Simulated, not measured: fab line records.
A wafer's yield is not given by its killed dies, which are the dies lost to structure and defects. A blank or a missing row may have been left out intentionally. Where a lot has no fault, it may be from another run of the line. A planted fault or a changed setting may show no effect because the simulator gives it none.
Which tool was responsible?    flow ritCmos    42 wafers from 14 lots sampled at 2 of the route's 202 steps

== WHAT EACH GAUGE READ, for each wafer ==
Not one reading of a measure or inspect step in the record can be checked against a usual standard deviation.

== WHAT TOOL EACH LOT RAN ON (gives the tool, then ch and the chambers of the sampled wafers, and finally the start) ==
lot   RIT_CONTACT_ETCH_11               RIT_M1_PROBE_99
L409  rieDiel-04 ch 0,2,3, day 3 10:15  prober-01, day 3 15:35
L410  rieDiel-03 ch 1,2,3, day 3 16:14  prober-02, day 3 21:22
L411  rieDiel-02 ch 0,1, day 3 19:32    prober-01, day 4 00:31
L417  rieDiel-04 ch 2,3, day 5 04:19    prober-01, day 5 09:25
L420  rieDiel-04 ch 0,2,3, day 5 16:50  prober-02, day 5 21:43
L422  rieDiel-03 ch 0,1, day 6 01:02    prober-01, day 6 06:19
L423  rieDiel-03 ch 0,1,3, day 6 08:17  prober-02, day 6 13:17
L424  rieDiel-03 ch 0,2,3, day 6 13:19  prober-01, day 6 18:26
L426  rieDiel-03 ch 1,2, day 6 19:43    prober-01, day 7 00:37
L427  rieDiel-02 ch 0,2, day 7 03:51    prober-02, day 7 08:56
L428  rieDiel-03 ch 0,1,3, day 7 06:03  prober-01, day 7 10:57
L429  rieDiel-02 ch 0,1,2, day 7 09:40  prober-02, day 7 14:41
L431  rieDiel-03 ch 0,1,2, day 7 20:58  prober-02, day 8 02:04
L432  rieDiel-02 ch 1,3, day 8 04:10    prober-01, day 8 09:20
- RIT_CONTACT_ETCH_11: etches SiO2 in CHF3/CF4/Ar, stops on TiSi2, target depth 480 nm, time 320 s.
- RIT_M1_PROBE_99

== WHAT THE TOOLS THEMSELVES READ (means of the sampled wafers that have a number; where no wafer has one, the mark that the record gives instead) ==
RIT_CONTACT_ETCH_11.
lot   tool        drypumpMotorCurrentA (A)  mfcArSccm (sccm)  oesProductAu (a.u.)  throttleValvePct (%)
L409  rieDiel-04  6.0                       100.17            0.986                8.86
L410  rieDiel-03  5.6                       99.94             0.990                8.79
L411  rieDiel-02  5.4                       100.08            0.998                8.83
L417  rieDiel-04  6.3                       100.04            0.991                8.83
L420  rieDiel-04  6.0                       99.88             0.983                8.85
L422  rieDiel-03  5.2                       100.15            0.991                8.77
L423  rieDiel-03  5.1                       100.27            0.991                8.72
L424  rieDiel-03  5.6                       100.25            0.996                8.81
L426  rieDiel-03  6.2                       99.76             0.978                8.95
L427  rieDiel-02  5.1                       99.82             1.003                8.76
L428  rieDiel-03  5.1                       100.13            0.998                8.71
L429  rieDiel-02  5.3                       100.18            0.989                8.81
L431  rieDiel-03  5.7                       100.10            0.988                8.86
L432  rieDiel-02  5.8                       99.95             0.988                8.95

RIT_M1_PROBE_99.
lot   tool       killedAtContacts  killedAtFrontEnd  killedDies  killedOnRim  killedOpen  killedShort
L409  prober-01  0.0               8.3               8.3         2.3          5.0         3.3
L410  prober-02  0.3               7.7               8.0         1.7          3.3         4.7
L411  prober-01  0.0               7.3               7.3         1.3          3.7         3.7
L417  prober-01  0.0               5.3               5.3         1.0          2.0         3.3
L420  prober-02  0.0               7.0               7.0         1.7          2.7         4.3
L422  prober-01  0.0               6.7               6.7         2.0          3.3         3.3
L423  prober-02  0.0               5.3               5.3         1.7          3.7         1.7
L424  prober-01  0.3               7.3               7.7         2.3          4.3         3.3
L426  prober-01  0.0               7.0               7.0         0.7          2.7         4.3
L427  prober-02  0.3               5.0               5.3         1.3          3.7         1.7
L428  prober-01  0.7               5.0               5.7         0.7          2.0         3.7
L429  prober-02  0.3               7.3               7.7         3.0          5.3         2.3
L431  prober-02  0.0               10.7              10.7        3.0          3.7         7.0
L432  prober-01  0.0               7.3               7.3         0.7          5.0         2.3

== THE ANSWER, worked out from the rows above alone ==
Rule: the lots themselves supply what counts as usual. Put in order of their means at a reading, lots are off if they are a third of the lots or fewer, leave a main group of 4 or more, and stand apart from it by a gap of 3 or more times the standard deviation of the main group's means; of several such gaps the widest counts. The tables above print the reading to a certain number of digits; a main group whose means all agree to those digits is not used. A lot without any number at a reading at which 4 lots or more have one is off too. All remaining lots with rows at the step are treated as sound. First the gauges in route order, then the tools' own readings, where a lot's mean is used as printed above. At the first step where some lot is off, the reading lying furthest off is the one used; lots without a number count as furthest.
None of the lots is off at any reading shown; this tells nothing.

== WHAT WAS PUT IN BY THE SIMULATOR ==
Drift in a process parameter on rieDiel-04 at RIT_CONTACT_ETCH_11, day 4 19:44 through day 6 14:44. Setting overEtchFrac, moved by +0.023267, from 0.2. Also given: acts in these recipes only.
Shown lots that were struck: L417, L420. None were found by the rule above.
